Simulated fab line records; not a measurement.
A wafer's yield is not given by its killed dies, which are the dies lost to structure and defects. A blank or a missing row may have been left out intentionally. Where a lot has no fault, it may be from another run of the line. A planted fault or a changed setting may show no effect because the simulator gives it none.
What tool caused it? ; flow rit_cmos ; Sampling: 13 lots, 39 wafers, 6 of 202 route steps

== WHAT THE GAUGES SHOWED, per wafer ==
RIT_WELLDRIVE_RS_MEAS_01: measures by four-point-probe. Usual: NWELL_RS 275.5 ohm/sq, standard deviation 0.66.
lot;measured;on;NWELL_RS (ohm/sq);flag
L333;day 2 09:04;film_metro-03;274.8 275.2 274.4;
L334;day 2 14:53;film_metro-03;276.0 275.5 275.0;
L335;day 2 20:40;film_metro-03;274.8 275.1 275.3;
L336;day 2 21:31;film_metro-04;276.2 276.0 275.3;
L337;day 3 05:07;film_metro-01;276.3 275.7 275.5;
L338;day 3 10:13;film_metro-03;275.9 277.3 275.9;
L339;day 3 12:11;film_metro-03;276.3 276.1 275.0;
L340;day 3 17:16;film_metro-03;275.8 276.3 275.4;
L349;day 5 16:47;film_metro-04;299.7 300.0 297.1;OFF
L350;day 5 21:51;film_metro-03;293.1 286.4 278.7;OFF
L354;day 7 00:52;film_metro-04;276.2 275.9 275.7;
L355;day 7 00:52;film_metro-03;274.8 273.7 274.9;
L356;day 7 08:30;film_metro-01;276.8 275.9 276.4;

RIT_WELLDRIVE_RS_MEAS_02: measures by four-point-probe. Usual: PWELL_RS 429.8 ohm/sq, standard deviation 1.2.
lot;measured;on;PWELL_RS (ohm/sq);flag
L333;day 2 09:11;film_metro-03;432.0 430.5 430.5;
L334;day 2 15:00;film_metro-03;428.5 428.4 429.3;
L335;day 2 20:47;film_metro-03;432.4 432.1 432.6;
L336;day 2 21:38;film_metro-04;428.2 431.3 430.2;
L337;day 3 05:14;film_metro-01;430.5 429.6 431.4;
L338;day 3 10:20;film_metro-03;430.3 428.5 428.6;
L339;day 3 12:18;film_metro-03;428.9 430.2 428.3;
L340;day 3 17:23;film_metro-03;429.8 429.7 430.8;
L349;day 5 16:54;film_metro-04;453.8 453.8 451.8;OFF
L350;day 5 21:58;film_metro-03;445.9 439.9 432.3;OFF
L354;day 7 00:59;film_metro-04;430.8 431.7 432.2;
L355;day 7 00:59;film_metro-03;430.0 429.0 429.8;
L356;day 7 08:37;film_metro-01;430.9 429.6 429.5;

RIT_FOX2_THK_MEAS_91. Usual: FIELD_OXIDE_LEFT_2_THK 257 nm, standard deviation 7.8.
lot;measured;on;FIELD_OXIDE_LEFT_2_THK (nm);flag
L333;day 2 13:28;film_metro-03;256 264 263;
L334;day 2 18:38;film_metro-04;253 254 251;
L335;day 3 00:44;film_metro-04;268 274 272;
L336;day 3 01:37;film_metro-03;261 259 261;
L337;day 3 09:00;film_metro-02;262 265 260;
L338;day 3 14:12;film_metro-03;260 260 256;
L339;day 3 16:06;film_metro-02;259 262 266;
L340;day 3 21:10;film_metro-04;269 265 269;
L349;day 5 20:33;film_metro-02;244 247 240;
L350;day 6 01:53;film_metro-03;251 252 253;
L354;day 7 06:57;film_metro-02;265 256 263;
L355;day 7 04:47;film_metro-03;261 256 260;
L356;day 7 12:15;film_metro-03;250 248 249;

RIT_SDANNEAL_RS_MEAS_04: measures by four-point-probe. Usual: PSD_RS 116.83 ohm/sq, standard deviation 0.28.
lot;measured;on;PSD_RS (ohm/sq);flag
L333;day 3 09:52;film_metro-04;116.51 116.09 116.36;
L334;day 3 15:01;film_metro-04;117.31 116.96 117.35;
L335;day 3 17:38;film_metro-01;116.80 116.76 116.97;
L336;day 3 20:14;film_metro-04;116.53 116.58 116.60;
L337;day 4 08:57;film_metro-04;117.03 116.68 116.78;
L338;day 4 09:33;film_metro-02;116.90 117.18 116.97;
L339;day 4 12:29;film_metro-02;116.94 117.25 117.20;
L340;day 4 23:20;film_metro-04;117.15 116.54 116.99;
L349;day 7 03:09;film_metro-01;117.15 116.89 117.01;
L350;day 7 08:06;film_metro-02;116.43 116.62 116.28;
L354;day 8 05:08;film_metro-02;116.88 116.83 116.71;
L355;day 8 03:36;film_metro-01;116.88 116.94 117.12;
L356;day 8 09:13;film_metro-04;116.87 116.60 116.77;

RIT_M1_THK_MEAS_02: measures by xrf. Usual: M1_AL_THK 399 nm, standard deviation 5.7.
lot;measured;on;M1_AL_THK (nm);flag
L333;day 3 13:31;film_metro-02;399 401 397;
L334;day 3 18:38;film_metro-04;403 403 406;
L335;day 3 21:17;film_metro-01;404 407 408;
L336;day 4 00:00;film_metro-02;398 403 401;
L337;day 4 12:35;film_metro-01;412 401 411;
L338;day 4 13:21;film_metro-02;402 400 406;
L339;day 4 16:32;film_metro-01;390 387 390;
L340;day 5 03:13;film_metro-02;402 396 403;
L349;day 7 07:10;film_metro-01;395 396 392;
L350;day 7 11:44;film_metro-02;403 394 399;
L354;day 8 08:58;film_metro-02;390 390 389;
L355;day 8 07:25;film_metro-04;399 395 394;
L356;day 8 12:58;film_metro-01;399 399 403;

== TOOL THAT RAN EACH LOT (tool first, then ch and the chambers of the sampled wafers, then the start) ==
lot;RIT_WELLDRIVE_ANNEAL_00
L333;furnace-01 ch 0, day 2 03:59
L334;furnace-03 ch 0, day 2 09:47
L335;furnace-04 ch 0, day 2 15:34
L336;furnace-03 ch 0, day 2 16:25
L337;furnace-03 ch 0, day 3 00:01
L338;furnace-03 ch 0, day 3 05:05
L339;furnace-01 ch 0, day 3 07:05
L340;furnace-01 ch 0, day 3 12:11
L349;furnace-01 ch 0, day 5 11:41
L350;furnace-01 ch 0, day 5 16:46
L354;furnace-04 ch 0, day 6 19:47
L355;furnace-04 ch 0, day 6 19:47
L356;furnace-03 ch 0, day 7 03:25
- RIT_WELLDRIVE_ANNEAL_00: time 14700 s.

== AS READ BY THE TOOLS THEMSELVES (means over the sampled wafers that have a number; for cases with no such wafer, the mark the record gives instead) ==
RIT_WELLDRIVE_ANNEAL_00. Usual: spike_tc_centre_C 1102.8 C, standard deviation 1.3; zone_power_load_pct 38.3 %, standard deviation 0.84.
lot;tool;spike_tc_centre_C (C);zone_power_load_pct (%);flag
L333;furnace-01;1102.8;38.3;
L334;furnace-03;1103.2;37.5;
L335;furnace-04;1101.5;39.8;
L336;furnace-03;1103.7;37.7;
L337;furnace-03;1102.9;37.6;
L338;furnace-03;1101.3;37.3;
L339;furnace-01;1103.1;38.2;
L340;furnace-01;1103.5;38.5;
L349;furnace-01;1068.7;41.6;OFF
L350;furnace-01;1069.2;41.5;OFF
L354;furnace-04;1101.4;39.5;
L355;furnace-04;1100.7;39.9;
L356;furnace-03;1103.0;37.6;

== THE ANSWER, worked out from the rows above alone ==
Rule: take the mean of a lot's wafers that have a number; if it is more than 3 standard deviations from the usual mean, the lot is off. Also off: a lot with no number at a reading for which 4 or more lots have one. The other lots that the step has rows for count as sound. First the gauges in route order, then the tools' own readings, where a lot's mean is used as printed above. At the first step where some lot is off, the reading lying furthest off is the one used; lots without a number count as furthest.
Off: L349, L350, at RIT_WELLDRIVE_RS_MEAS_01 (NWELL_RS).
If a tool, at a process step before that reading, ran all the lots that are off and no sound lot after the first of them, it fits. Not tried: the gauges at RIT_WELLDRIVE_RS_MEAS_01; whatever is off there is also off at RIT_WELLDRIVE_ANNEAL_00, on other tools, and gauge error can't account for it. One fits: furnace-01 at RIT_WELLDRIVE_ANNEAL_00. A fault onset in the window from L340 (day 3 12:11, its last sound lot) to L349 (day 5 11:41, its first lot off) fits.
The tool's own readings at RIT_WELLDRIVE_ANNEAL_00 bear it out: on the lots that are off they differ by more than 5 times the standard deviation of the sound lots' means. spike_tc_centre_C reads 1069.0 C there against 1102.5 C on the sound lots.

== WHAT THE SIMULATOR HAD PUT IN ==
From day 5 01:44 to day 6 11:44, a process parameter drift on furnace-01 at RIT_WELLDRIVE_ANNEAL_00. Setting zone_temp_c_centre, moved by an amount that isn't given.
Shown lots that were struck: L349, L350. This agrees with what the rule above found.
